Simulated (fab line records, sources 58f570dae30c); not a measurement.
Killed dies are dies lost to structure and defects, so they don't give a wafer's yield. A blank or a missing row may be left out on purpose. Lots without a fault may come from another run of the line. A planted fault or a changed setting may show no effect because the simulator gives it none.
Which tool did it? | flow berkeley_cmos170 | 15 lots, 45 wafers sampled, at 2 steps of a route of 331

WHAT THE GAUGES READ, wafer by wafer
UCB170_GATE_CD_MEAS_12: target cd 350 nm.
lot  | measured     | on        | cd_nm (nm)
L188 | day 6 23:36  | cd_sem-02 | 354.0 352.5 351.9
L189 | day 6 23:44  | cd_sem-01 | 350.3 350.2 350.5
L192 | day 7 06:40  | cd_sem-01 | 351.3 351.9 352.6
L190 | day 7 07:07  | cd_sem-01 | 351.0 350.3 350.9
L194 | day 7 10:09  | cd_sem-01 | 350.4 353.0 352.0
L195 | day 8 11:29  | cd_sem-01 | 350.7 350.5 350.7
L197 | day 8 11:45  | cd_sem-02 | 350.4 350.1 349.6
L200 | day 8 15:37  | cd_sem-02 | 349.7 349.6 349.7
L199 | day 8 16:08  | cd_sem-01 | 352.7 352.8 351.4
L201 | day 9 11:34  | cd_sem-02 | 351.7 351.2 351.4
L204 | day 9 23:56  | cd_sem-01 | 348.1 347.7 349.2
L206 | day 10 15:17 | cd_sem-02 | 352.2 351.6 350.4
L205 | day 11 00:41 | cd_sem-02 | 348.5 346.9 347.9
L209 | day 11 00:55 | cd_sem-02 | 349.2 348.9 349.5
L208 | day 11 15:54 | cd_sem-02 | 351.6 353.7 353.1

UCB170_PLDD_OVL_MEAS_07.
lot  | measured     | on         | PLDD_OVL (nm)
L188 | day 7 02:04  | overlay-02 | 0 11 2
L189 | day 7 02:45  | overlay-02 | -1 -3 -4
L192 | day 7 09:26  | overlay-02 | -3 -5 0
L190 | day 7 09:43  | overlay-01 | -2 1 7
L194 | day 7 12:11  | overlay-01 | -1 1 1
L195 | day 8 13:14  | overlay-01 | -6 -8 -5
L197 | day 8 13:22  | overlay-02 | 1 -8 -10
L200 | day 8 19:15  | overlay-02 | -1 -5 -6
L199 | day 8 19:32  | overlay-01 | 3 7 1
L201 | day 9 13:17  | overlay-01 | 3 6 5
L204 | day 10 01:55 | overlay-01 | -6 -9 -4
L206 | day 10 16:55 | overlay-01 | -8 -15 -9
L205 | day 11 03:14 | overlay-01 | -7 -9 2
L209 | day 11 03:03 | overlay-02 | 1 1 3
L208 | day 11 17:46 | overlay-02 | -5 -4 -11

WHICH TOOL RAN EACH LOT (tool, then ch and the chambers of the sampled wafers, then the start)
The record holds no process step before these readings.

WHAT THE TOOLS THEMSELVES READ (means of the sampled wafers that have a number; where no wafer has one, the mark that the record gives instead)
The record holds no such reading with a usual standard deviation.

THE ANSWER, worked out from the rows above alone
Rule: what is usual is taken from the lots themselves. Put in order of their means at a reading, lots are off if they are a third of the lots or fewer, leave a main group of 4 or more, and stand apart from it by a gap of 3 or more times the standard deviation of the main group's means; of several such gaps the widest counts. A main group whose means are all the same, to the digits that the tables above print for the reading, isn't used. A lot without any number at a reading at which 4 lots or more have one is off too. The other lots that the step has rows for count as sound. The gauges are gone through in route order, then the tools' own readings, and for those a lot's mean is taken as printed above. The first step at which some lot is off is used, and at that step the reading that is off furthest; a lot without a number counts as furthest.
No lot is off at any reading shown: from this, nothing can be told.

WHAT THE SIMULATOR HAD PUT IN
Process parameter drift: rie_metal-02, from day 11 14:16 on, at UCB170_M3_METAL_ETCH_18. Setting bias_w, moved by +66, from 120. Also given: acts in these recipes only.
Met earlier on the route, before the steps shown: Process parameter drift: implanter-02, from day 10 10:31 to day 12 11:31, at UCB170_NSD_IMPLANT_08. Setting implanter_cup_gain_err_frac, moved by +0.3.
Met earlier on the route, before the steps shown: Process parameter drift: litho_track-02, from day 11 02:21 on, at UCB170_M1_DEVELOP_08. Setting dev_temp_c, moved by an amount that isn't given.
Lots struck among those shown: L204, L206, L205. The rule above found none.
